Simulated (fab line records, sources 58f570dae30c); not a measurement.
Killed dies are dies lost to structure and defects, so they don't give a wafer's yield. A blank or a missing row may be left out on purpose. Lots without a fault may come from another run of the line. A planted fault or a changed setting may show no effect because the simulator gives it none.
fab line records | flow berkeley_cmos170
record lots=13 wafers=39 last_day=12
route steps=331 shown NVT@110 GATE@140 CONTACT@236 V1@267
lots that met no fault: from a run of the same line without faults
start_h: hours from the record's first day to the start of the lot's first wafer shown | wait_h: hours since the lot's step before | " the same as in the row above | L1.1+2: a row that stands for several wafers | - no value, or no start given | * or withheld: withheld | < > ~ a bound
route shown NAME@n: a module of which the file shows steps, and the number in the route of the first | usual: mean/standard deviation of fault-free wafers | same: alike in all rows | chamber/n: place in a boat | sites: the reading at each site | _std_site: their standard deviation | _edge_site: outer sites' mean less inner sites' | radius_mm: how far each site lies from the wafer's centre | mask NAME#n: copy n | behind: the tool/chamber that last shaped the wafer | hold: why the lot was held/for how many hours/how that ended | device: the transistor (n, p or np) that didn't switch | end of line: the same wafers' tests at the end of the route | a step without rows: its recipe alone | killed: dies lost to structure and defects at the first sort, not the wafer's yield | map: a wafer's dies, x killed, . not, _ none there
set.NAME: the setting as run; set.NAME@STEP: as run at that earlier step | model.NAME: the simulator's own value behind a step, which no gauge read
steps of the route over a sample of lots; a table a step, a row a wafer
services: from which hour (start_h, from the record's first day; less than 0 if before it) a tool's chamber was out of use, for how many hours, and why
## steps
# step UCB170_NVT_OVL_MEAS_06
# usual NVT_OVL=2/5.6
# columns lot.wafer tool chamber start_h wait_h NVT_OVL[nm]
L604.2 overlay-01 - 98.77 - 7
L604.3 " - " " 7
L604.6 " - " " 8
L606.1 overlay-01 - 109.25 - 0
L606.3 " - " " 12
L606.6 " - " " -2
L609.2 overlay-02 - 132.54 - 0
L609.3 " - " " 13
L609.4 " - " " 4
L610.1 overlay-01 - 132.78 - 8
L610.3 " - " " 14
L610.4 " - " " 2
L612.2 overlay-02 - 142.24 - -4
L612.5 " - " " -10
L612.6 " - " " -2
L611.3 overlay-01 - 142.34 - 0
L611.4 " - " " 7
L611.5 " - " " -1
L613.1 overlay-01 - 142.60 - 3
L613.2 " - " " 3
L613.6 " - " " -6
L614.2 overlay-01 - 165.92 - 5
L614.4 " - " " 5
L614.5 " - " " 8
L615.2 overlay-02 - 166.19 - 5
L615.4 " - " " 5
L615.5 " - " " 1
L616.3 overlay-02 - 170.07 - -1
L616.5 " - " " 0
L616.6 " - " " -2
L618.3 overlay-02 - 181.77 - -14
L618.4 " - " " -6
L618.6 " - " " -2
L619.1 overlay-02 - 194.56 - 4
L619.2 " - " " 0
L619.3 " - " " -7
L627.2 overlay-01 - 222.26 - 3
L627.5 " - " " -1
L627.6 " - " " 5
# step UCB170_GATE_ETCH_14
# recipe chemistry=N2/H2 target_depth_a=withheld overetch_a=withheld target=BARC time_s=withheld source_w=500 bias_w=100 pressure_mtorr=30 n2_flow_sccm=100 h2_flow_sccm=200
# usual drypump_motor_current_A=5.8/0.33 oes_product_au=0.996/0.016 throttle_valve_pct=13.33/0.18
# columns lot.wafer tool chamber start_h wait_h drypump_motor_current_A oes_product_au throttle_valve_pct
L604.2 rie_diel-01 1 113.11 0.0 6.4 0.975 13.56
L604.3 " 0 " " 5.6 1.003 13.44
L604.6 " 3 " " 5.5 0.990 13.40
L606.1 rie_diel-04 2 124.74 0.0 6.2 1.008 13.53
L606.3 " 3 " " 5.5 1.030 13.37
L606.6 " 1 " " 5.5 1.006 13.30
L610.1 rie_diel-04 2 150.34 0.0 6.2 1.023 13.55
L610.3 " 3 " " 5.5 1.042 13.38
L610.4 " 0 " " 5.9 1.002 13.59
L609.2 rie_diel-03 0 150.46 0.0 6.2 0.984 13.10
L609.3 " 1 " " 5.9 0.977 13.42
L609.4 " 0 " " 6.3 0.976 13.10
L612.2 rie_diel-03 0 153.93 0.0 6.3 0.992 13.09
L612.5 " 0 " " 6.3 0.987 13.10
L612.6 " 1 " " 5.9 0.982 13.41
L611.3 rie_diel-01 3 154.17 0.0 5.5 0.972 13.39
L611.4 " 0 " " 5.6 0.996 13.44
L611.5 " 3 " " 5.5 0.982 13.39
L613.1 rie_diel-01 2 162.07 0.0 5.5 1.004 13.08
L613.2 " 1 " " 6.4 0.983 13.57
L613.6 " 1 " " 6.4 0.985 13.56
L615.2 rie_diel-01 3 182.13 0.0 5.5 0.973 13.42
L615.4 " 0 " " 5.6 1.009 13.43
L615.5 " 2 " " 5.6 1.003 13.09
L614.2 rie_diel-04 3 182.37 0.0 5.5 1.028 13.36
L614.4 " 1 " " 5.5 1.003 13.30
L614.5 " 0 " " 5.8 0.997 13.57
L616.3 rie_diel-04 3 189.41 0.0 5.5 1.035 13.39
L616.5 " 1 " " 5.4 0.995 13.29
L616.6 " 0 " " 5.9 0.999 13.57
L618.3 rie_diel-04 3 198.06 0.0 5.5 1.013 13.39
L618.4 " 2 " " 6.2 0.985 13.53
L618.6 " 3 " " 5.5 1.024 13.38
L619.1 rie_diel-01 3 209.19 0.0 5.5 0.978 13.41
L619.2 " 1 " " 6.4 0.976 13.56
L619.3 " 0 " " 5.6 1.003 13.43
L627.2 rie_diel-03 1 237.96 0.0 5.9 0.978 13.41
L627.5 " 3 " " 6.0 0.976 13.13
L627.6 " 1 " " 5.9 0.978 13.40
# step UCB170_GATE_CD_MEAS_90
# recipe target_cd_nm=350
# usual cd_nm=349.5/1.7
# columns lot.wafer tool chamber start_h wait_h cd_nm
L604.2 cd_sem-01 - 113.32 0.1 351.0
L604.3 " - " " 349.8
L604.6 " - " " 350.6
L606.1 cd_sem-01 - 124.93 0.1 350.3
L606.3 " - " " 351.6
L606.6 " - " " 350.6
L610.1 cd_sem-01 - 150.53 0.1 350.3
L610.3 " - " " 350.5
L610.4 " - " " 351.0
L609.2 cd_sem-01 - 150.67 0.1 351.0
L609.3 " - " " 351.2
L609.4 " - " " 352.4
L612.2 cd_sem-02 - 154.14 0.1 349.7
L612.5 " - " " 348.9
L612.6 " - " " 349.5
L611.3 cd_sem-01 - 154.40 0.1 348.9
L611.4 " - " " 349.1
L611.5 " - " " 348.4
L613.1 cd_sem-01 - 162.26 0.1 346.0
L613.2 " - " " 346.5
L613.6 " - " " 346.3
L615.2 cd_sem-02 - 182.34 0.1 349.8
L615.4 " - " " 349.4
L615.5 " - " " 350.5
L614.2 cd_sem-01 - 182.58 0.1 348.1
L614.4 " - " " 347.3
L614.5 " - " " 346.9
L616.3 cd_sem-01 - 189.64 0.1 349.2
L616.5 " - " " 349.3
L616.6 " - " " 348.1
L618.3 cd_sem-02 - 198.29 0.1 349.5
L618.4 " - " " 349.3
L618.6 " - " " 349.4
L619.1 cd_sem-02 - 209.38 0.1 355.0
L619.2 " - " " 351.9
L619.3 " - " " 351.5
L627.2 cd_sem-02 - 238.22 0.1 345.5
L627.5 " - " " 346.3
L627.6 " - " " 346.1
# step UCB170_CONTACT_CD_MEAS_90
# recipe target_cd_nm=700
# usual cd_nm=700.0/1.4
# columns lot.wafer tool chamber start_h wait_h cd_nm
L604.2 cd_sem-02 - 134.29 0.1 699.1
L604.3 " - " " 699.9
L604.6 " - " " 700.5
L606.1 cd_sem-02 - 145.83 0.1 701.7
L606.3 " - " " 698.6
L606.6 " - " " 701.3
L610.1 cd_sem-02 - 167.45 0.1 700.3
L610.3 " - " " 700.4
L610.4 " - " " 700.0
L609.2 cd_sem-01 - 171.52 0.1 702.8
L609.3 " - " " 701.7
L609.4 " - " " 700.8
L611.3 cd_sem-01 - 172.09 0.1 701.9
L611.4 " - " " 702.3
L611.5 " - " " 702.5
L612.2 cd_sem-01 - 173.64 0.1 699.8
L612.5 " - " " 697.4
L612.6 " - " " 697.6
L613.1 cd_sem-01 - 184.31 0.1 699.8
L613.2 " - " " 701.1
L613.6 " - " " 701.2
L615.2 cd_sem-01 - 203.14 0.1 700.5
L615.4 " - " " 700.4
L615.5 " - " " 701.5
L614.2 cd_sem-01 - 203.71 0.1 700.5
L614.4 " - " " 700.3
L614.5 " - " " 698.6
L616.3 cd_sem-02 - 210.14 0.1 699.6
L616.5 " - " " 700.3
L616.6 " - " " 699.1
L618.3 cd_sem-02 - 217.99 0.1 699.9
L618.4 " - " " 699.9
L618.6 " - " " 700.3
L619.1 cd_sem-02 - 228.78 0.1 698.1
L619.2 " - " " 698.4
L619.3 " - " " 698.4
L627.2 cd_sem-01 - 262.87 0.1 699.0
L627.5 " - " " 699.6
L627.6 " - " " 698.7
# step UCB170_V1_OVL_MEAS_13
# usual V1_OVL=0/6.2
# columns lot.wafer tool chamber start_h wait_h V1_OVL[nm]
L604.2 overlay-02 - 142.42 0.1 1
L604.3 " - " " 6
L604.6 " - " " -6
L606.1 overlay-01 - 155.94 0.1 3
L606.3 " - " " 4
L606.6 " - " " -7
L610.1 overlay-02 - 177.85 0.1 3
L610.3 " - " " 3
L610.4 " - " " 3
L611.3 overlay-02 - 178.10 0.1 -7
L611.4 " - " " -2
L611.5 " - " " -9
L609.2 overlay-02 - 178.34 0.1 0
L609.3 " - " " -7
L609.4 " - " " -3
L612.2 overlay-02 - 184.74 0.1 7
L612.5 " - " " 6
L612.6 " - " " -3
L613.1 overlay-01 - 194.41 0.1 13
L613.2 " - " " 9
L613.6 " - " " 3
L615.2 overlay-02 - 212.64 0.1 -9
L615.4 " - " " -8
L615.5 " - " " 2
L614.2 overlay-02 - 213.03 0.1 1
L614.4 " - " " 2
L614.5 " - " " 4
L616.3 overlay-02 - 216.92 0.1 1
L616.5 " - " " -5
L616.6 " - " " -6
L618.3 overlay-02 - 226.67 0.1 4
L618.4 " - " " 1
L618.6 " - " " 1
L619.1 overlay-01 - 237.65 0.1 0
L619.2 " - " " 8
L619.3 " - " " -1
L627.2 overlay-01 - 272.82 0.1 -7
L627.5 " - " " -8
L627.6 " - " " -5
## services
# columns tool chamber start_h hours kind
rie_diel-03 0 109.40 4.1 repair
rie_diel-04 0 113.70 14.8 repair
rie_diel-03 3 127.98 - clean
rie_diel-03 3 127.98 20.3 scheduled_down
rie_diel-03 3 127.98 20.3 vent_cycle
rie_diel-03 - 137.14 0.6 repair
rie_diel-03 2 147.36 14.1 repair
rie_diel-03 - 147.61 2.8 pm
rie_diel-01 3 155.91 - clean
rie_diel-01 3 155.91 25.9 scheduled_down
rie_diel-01 3 155.91 25.9 vent_cycle
rie_diel-04 2 169.33 - clean
rie_diel-04 2 169.33 21.5 scheduled_down
rie_diel-04 2 169.33 21.5 vent_cycle
rie_diel-01 1 176.17 7.6 repair
rie_diel-03 0 182.26 11.1 repair
rie_diel-03 2 182.71 29.7 repair
rie_diel-04 0 192.82 5.3 repair
rie_diel-03 0 207.66 4.1 repair
rie_diel-03 3 210.18 8.8 repair
rie_diel-03 0 234.44 15.5 repair
## key
first_sign step=UCB170_GATE_CD_MEAS_90 reading=cd_nm direction=up sigmas=3.3 usual=349.5 struck=355.0
effect none on later readings
met_at UCB170_GATE_ETCH_14
struck_lots L619
struck_wafers L619.1
tester_left_out L619
not_acting_at UCB170_NVT_OVL_MEAS_06,UCB170_CONTACT_CD_MEAS_90,UCB170_V1_OVL_MEAS_13
onset_between 182.13 209.19
fault kind=process_parameter_drift tool=rie_diel-01 chamber=3 onset_h=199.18 steps=UCB170_GATE_ETCH_14 channel=time_s offset=withheld shape=step end_h=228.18 acts_in=*
# tester_left_out: of these lots the tester's yield and bins aren't shown, on N5 and GAA mostly nor the transistor test; their killed dies are dies lost to structure and defects alone, not to doping, threshold or leakage, so they don't give the yield
